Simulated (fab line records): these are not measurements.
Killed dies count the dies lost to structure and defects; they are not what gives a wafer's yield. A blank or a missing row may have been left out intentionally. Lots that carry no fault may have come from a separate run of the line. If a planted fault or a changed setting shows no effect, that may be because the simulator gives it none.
Split-lot study    flow berkeleyCmos170    23 wafers read from 5 lots, route of 331 steps

THE SPLIT ITSELF
At UCB170_M3_SPUTTER_01 (material Al, target thk 900 nm, time 120 s), the setting powerW was moved away from the recipe's 6000 W on 4 of the 23 wafers read, by -11.4% to -8.4%. All remaining wafers had this setting at the recipe value.

FROM THE SPLIT TO THE READING: what the file shows between them, 4 steps
- UCB170_M3_RS_MEAS_02: measures by four-point-probe
- UCB170_M3_THK_MEAS_03: measures by xrf
- UCB170_M3_DEVELOP_14: develop time 45 s (also split here: developTimeS)
- UCB170_M3_ETCH_17: etches BARC in N2/H2

THE READING
oesProductAu, in a.u., at UCB170_M3_METAL_ETCH_18 (etches Al in Cl2/BCl3, stops on SiO2, target depth 1170 nm, time 195 s). Fault-free wafers of this fab line usually give 0.854 a.u., standard deviation 0.01 a.u.

wafer   tool, chamber at the split  powerW as run, W  against the recipe  oesProductAu, a.u.  against lot-mates on the recipe
L075.1  pvdSputter-02, -            6000              recipe              0.847               -
L075.2  pvdSputter-02, -            6000              recipe              0.861               -
L075.4  pvdSputter-02, -            6000              recipe              0.875               -
L075.5  pvdSputter-02, -            6000              recipe              0.865               -
L075.6  pvdSputter-02, -            6000              recipe              0.850               -
L080.1  pvdSputter-02, -            6000              recipe              0.835               -
L080.5  pvdSputter-02, -            6000              recipe              0.863               -
L080.6  pvdSputter-02, -            6000              recipe              0.834               -
L076.1  pvdSputter-01, -            6000              recipe              0.854               -
L076.2  pvdSputter-01, -            6000              recipe              0.859               -
L076.3  pvdSputter-01, -            6000              recipe              0.851               -
L076.5  pvdSputter-01, -            6000              recipe              0.860               -
L076.6  pvdSputter-01, -            6000              recipe              0.858               -
L079.1  pvdSputter-04, -            6000              recipe              0.841               -
L079.2  pvdSputter-04, -            6000              recipe              0.861               -
L079.3  pvdSputter-04, -            5495              -8.4%               0.811               -0.036
L079.5  pvdSputter-04, -            5495              -8.4%               0.817               -0.030
L079.6  pvdSputter-04, -            6000              recipe              0.840               -
L084.1  pvdSputter-04, -            6000              recipe              0.862               -
L084.2  pvdSputter-04, -            6000              recipe              0.845               -
L084.3  pvdSputter-04, -            5315              -11.4%              0.806               -0.048
L084.4  pvdSputter-04, -            5315              -11.4%              0.803               -0.051
L084.6  pvdSputter-04, -            6000              recipe              0.856               -

THE FIT
A straight line over all 23 wafers: oesProductAu changes by +0.00443 a.u. for each +1% of powerW; r = +0.87; the points scatter about the line by 0.01 a.u.
The same after taking each lot's own level away (the mean of its wafers on the recipe; 23 wafers): +0.00423 a.u. for each +1%; r = +0.89; scatter 0.0087 a.u.
According to that fit, moving powerW by its largest amount changes the reading by 0.048 a.u.
From 0.8440 to 0.8596 a.u.: that is the span of the lots' own levels, equal to 1.6 times the standard deviation above.
The two slopes are in agreement: the lot-to-lot level therefore moves the slope only a little.
Check: with one of the wafers moved furthest among these (-11.4%) left out of the fit, the line predicts -0.0482 a.u. for it against its lot-mates. It came out at -0.0483 a.u. against them.

OTHER SPLITS APPLIED TO THESE WAFERS
Before the reading, these wafers also passed through other splits. Each is held against what the fit with the lots' levels taken away leaves over:
other split on the same wafers     wafers away from the commonest value  r with oesProductAu (lot level and that fit taken away)
UCB170_V2_COAT_07 resistThkNm      4                                     -0.06
UCB170_M3_DEVELOP_14 developTimeS  8                                     +0.10

THE WHOLE CHAIN: every reading that the file lists as answering this split, in the file's order
step                     what it does                                                            reading                                                                     change (the file's fit)                    r (the file's)
UCB170_M3_SPUTTER_01     material Al, target thk 900 nm, time 120 s                              Al_of_M3_SPUTTER_01.thkNm (the simulator's own value, which no gauge read)  +9.25 nm for each +1% of the setting       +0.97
UCB170_M3_RS_MEAS_02     measures by four-point-probe                                            M3_AL_RS                                                                    -0.000383 for each +1% of the setting      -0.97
UCB170_M3_THK_MEAS_03    measures by xrf                                                         M3_AL_THK                                                                   +9.53 for each +1% of the setting          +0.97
UCB170_M3_METAL_ETCH_18  etches Al in Cl2/BCl3, stops on SiO2, target depth 1170 nm, time 195 s  oesProductAu                                                                +0.00418 a.u. for each +1% of the setting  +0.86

THE FILE'S OWN FIT
oesProductAu changes by +0.00418 a.u. for each +1% of powerW, r = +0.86.
